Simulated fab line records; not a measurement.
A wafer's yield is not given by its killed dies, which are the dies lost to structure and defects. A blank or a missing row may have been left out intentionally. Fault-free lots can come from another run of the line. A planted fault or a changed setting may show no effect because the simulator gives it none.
Which tool did it? / flow rit-cmos / 13 lots, 39 wafers sampled, at 2 steps of a route of 202

== WHAT EACH GAUGE READ, for each wafer ==
RIT_SILICIDE_RS_MEAS_02: a four-point-probe measurement. Usual: SILICIDE_TI_RS 49.7 ohm/sq, standard deviation 0.57.
lot=L281; measured=day 3 05:02; on=film-metro-01; SILICIDE_TI_RS (ohm/sq)=50.0 49.7 50.1; flag=
lot=L282; measured=day 3 13:19; on=film-metro-02; SILICIDE_TI_RS (ohm/sq)=50.1 48.9 48.9; flag=
lot=L284; measured=day 4 01:12; on=film-metro-01; SILICIDE_TI_RS (ohm/sq)=51.0 50.9 50.4; flag=
lot=L286; measured=day 4 10:33; on=film-metro-02; SILICIDE_TI_RS (ohm/sq)=49.7 49.4 49.8; flag=
lot=L287; measured=day 4 13:59; on=film-metro-04; SILICIDE_TI_RS (ohm/sq)=49.6 50.3 50.4; flag=
lot=L288; measured=day 4 19:07; on=film-metro-01; SILICIDE_TI_RS (ohm/sq)=49.1 50.3 50.2; flag=
lot=L289; measured=day 5 03:17; on=film-metro-01; SILICIDE_TI_RS (ohm/sq)=49.2 49.3 49.3; flag=
lot=L290; measured=day 5 05:05; on=film-metro-04; SILICIDE_TI_RS (ohm/sq)=49.3 49.3 50.0; flag=
lot=L291; measured=day 5 11:01; on=film-metro-04; SILICIDE_TI_RS (ohm/sq)=49.6 50.5 49.9; flag=
lot=L294; measured=day 5 21:49; on=film-metro-01; SILICIDE_TI_RS (ohm/sq)=48.9 49.0 48.4; flag=
lot=L295; measured=day 6 07:04; on=film-metro-01; SILICIDE_TI_RS (ohm/sq)=49.2 49.2 49.6; flag=
lot=L296; measured=day 6 10:44; on=film-metro-01; SILICIDE_TI_RS (ohm/sq)=50.4 49.8 50.3; flag=
lot=L304; measured=day 7 23:35; on=film-metro-01; SILICIDE_TI_RS (ohm/sq)=48.9 45.7 49.1; flag=OFF

== EACH LOT AND THE TOOL THAT RAN IT (in order: tool; ch and the chambers of the sampled wafers; start) ==
lot=L281; RIT_SILICIDE_SPUTTER_01=pvd-sputter-03, day 3 04:53
lot=L282; RIT_SILICIDE_SPUTTER_01=pvd-sputter-04, day 3 13:08
lot=L284; RIT_SILICIDE_SPUTTER_01=pvd-sputter-04, day 4 01:03
lot=L286; RIT_SILICIDE_SPUTTER_01=pvd-sputter-04, day 4 10:24
lot=L287; RIT_SILICIDE_SPUTTER_01=pvd-sputter-03, day 4 13:49
lot=L288; RIT_SILICIDE_SPUTTER_01=pvd-sputter-04, day 4 18:56
lot=L289; RIT_SILICIDE_SPUTTER_01=pvd-sputter-03, day 5 03:08
lot=L290; RIT_SILICIDE_SPUTTER_01=pvd-sputter-02, day 5 04:55
lot=L291; RIT_SILICIDE_SPUTTER_01=pvd-sputter-02, day 5 10:49
lot=L294; RIT_SILICIDE_SPUTTER_01=pvd-sputter-03, day 5 21:39
lot=L295; RIT_SILICIDE_SPUTTER_01=pvd-sputter-02, day 6 06:54
lot=L296; RIT_SILICIDE_SPUTTER_01=pvd-sputter-03, day 6 10:35
lot=L304; RIT_SILICIDE_SPUTTER_01=pvd-sputter-03, day 7 23:25
- RIT_SILICIDE_SPUTTER_01: material Ti, target thk 30 nm, time 240 s.

== AS READ BY THE TOOLS THEMSELVES (means over the sampled wafers that have a number; for cases with no such wafer, the mark the record gives instead) ==
RIT_SILICIDE_SPUTTER_01. Usual: chamber-pressure-pa 0.6670 Pa, standard deviation 0.0013; throttle-valve-pct 29.9 %, standard deviation 1.2.
lot=L281; tool=pvd-sputter-03; chamber-pressure-pa (Pa)=0.6677; throttle-valve-pct (%)=29.6; flag=
lot=L282; tool=pvd-sputter-04; chamber-pressure-pa (Pa)=0.6665; throttle-valve-pct (%)=30.8; flag=
lot=L284; tool=pvd-sputter-04; chamber-pressure-pa (Pa)=0.6665; throttle-valve-pct (%)=29.9; flag=
lot=L286; tool=pvd-sputter-04; chamber-pressure-pa (Pa)=0.6678; throttle-valve-pct (%)=31.6; flag=
lot=L287; tool=pvd-sputter-03; chamber-pressure-pa (Pa)=0.6666; throttle-valve-pct (%)=29.4; flag=
lot=L288; tool=pvd-sputter-04; chamber-pressure-pa (Pa)=0.6661; throttle-valve-pct (%)=32.5; flag=
lot=L289; tool=pvd-sputter-03; chamber-pressure-pa (Pa)=0.6670; throttle-valve-pct (%)=29.5; flag=
lot=L290; tool=pvd-sputter-02; chamber-pressure-pa (Pa)=0.6681; throttle-valve-pct (%)=29.5; flag=
lot=L291; tool=pvd-sputter-02; chamber-pressure-pa (Pa)=0.6657; throttle-valve-pct (%)=29.6; flag=
lot=L294; tool=pvd-sputter-03; chamber-pressure-pa (Pa)=0.6665; throttle-valve-pct (%)=29.5; flag=
lot=L295; tool=pvd-sputter-02; chamber-pressure-pa (Pa)=0.6664; throttle-valve-pct (%)=29.7; flag=
lot=L296; tool=pvd-sputter-03; chamber-pressure-pa (Pa)=0.6659; throttle-valve-pct (%)=29.6; flag=
lot=L304; tool=pvd-sputter-03; chamber-pressure-pa (Pa)=0.6613; throttle-valve-pct (%)=29.6; flag=OFF

== THE ANSWER, worked out from the rows above alone ==
Rule: a lot counts as off when the mean over its wafers that have a number is more than 3 standard deviations away from the usual mean. A lot without any number at a reading at which 4 lots or more have one is off too. Any other lot the step has rows for is counted as sound. The gauges are gone through in route order, then the tools' own readings, and for those a lot's mean is taken as printed above. At the first step where some lot is off, the reading lying furthest off is the one used; lots without a number count as furthest.
Off: at RIT_SILICIDE_RS_MEAS_02 (SILICIDE_TI_RS), L304.
If a tool, at a process step before that reading, ran all the lots that are off and no sound lot after the first of them, it fits. Not tried: the gauges at RIT_SILICIDE_RS_MEAS_02; whatever is off there is also off at RIT_SILICIDE_SPUTTER_01, on other tools, and gauge error can't account for it. One fits: RIT_SILICIDE_SPUTTER_01 on pvd-sputter-03. A fault onset in the window from L296 (day 6 10:35, its last sound lot) to L304 (day 7 23:25, its first lot off) fits.
On the lots that are off, the tool's own readings at RIT_SILICIDE_SPUTTER_01 differ by more than 5 times the standard deviation of the sound lots' means, which bears it out; chamber-pressure-pa reads 0.6613 Pa there versus 0.6667 Pa on the sound lots.

== WHAT THE SIMULATOR HAD INSERTED ==
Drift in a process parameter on pvd-sputter-03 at RIT_SILICIDE_SPUTTER_01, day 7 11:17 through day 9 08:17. Setting chamber-pressure-pa, moved by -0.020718, from 0.667. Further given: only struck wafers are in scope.
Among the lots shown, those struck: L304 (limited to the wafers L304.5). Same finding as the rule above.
